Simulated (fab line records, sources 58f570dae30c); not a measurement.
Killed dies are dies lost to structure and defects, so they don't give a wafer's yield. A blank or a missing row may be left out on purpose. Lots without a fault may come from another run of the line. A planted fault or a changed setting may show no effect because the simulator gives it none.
Which tool did it? | flow berkeley_cmos170 | 6 lots, 18 wafers sampled, at 1 step of a route of 331

WHAT THE GAUGES READ, wafer by wafer
UCB170_NLDD_OVL_MEAS_07.
lot  | measured     | on         | NLDD_OVL (nm)
L741 | day 7 10:29  | overlay-01 | 6 6 3
L746 | day 7 23:44  | overlay-01 | 8 6 11
L747 | day 8 15:52  | overlay-02 | 0 -3 -2
L749 | day 9 02:38  | overlay-01 | -3 -4 -6
L755 | day 9 16:27  | overlay-01 | -13 -2 -10
L763 | day 11 03:41 | overlay-02 | 7 8 14

WHICH TOOL RAN EACH LOT (tool, then ch and the chambers of the sampled wafers, then the start)
The record holds no process step before these readings.

THE ANSWER, worked out from the rows above alone
Rule: what is usual is taken from the lots themselves. Put in order of their means at a reading, lots are off if they are a third of the lots or fewer, leave a main group of 4 or more, and stand apart from it by a gap of 3 or more times the standard deviation of the main group's means; of several such gaps the widest counts. A main group whose means are all the same, to the digits that the tables above print for the reading, isn't used. A lot without any number at a reading at which 4 lots or more have one is off too. The other lots that the step has rows for count as sound.
No lot is off at any reading shown: from this, nothing can be told.

WHAT THE SIMULATOR HAD PUT IN
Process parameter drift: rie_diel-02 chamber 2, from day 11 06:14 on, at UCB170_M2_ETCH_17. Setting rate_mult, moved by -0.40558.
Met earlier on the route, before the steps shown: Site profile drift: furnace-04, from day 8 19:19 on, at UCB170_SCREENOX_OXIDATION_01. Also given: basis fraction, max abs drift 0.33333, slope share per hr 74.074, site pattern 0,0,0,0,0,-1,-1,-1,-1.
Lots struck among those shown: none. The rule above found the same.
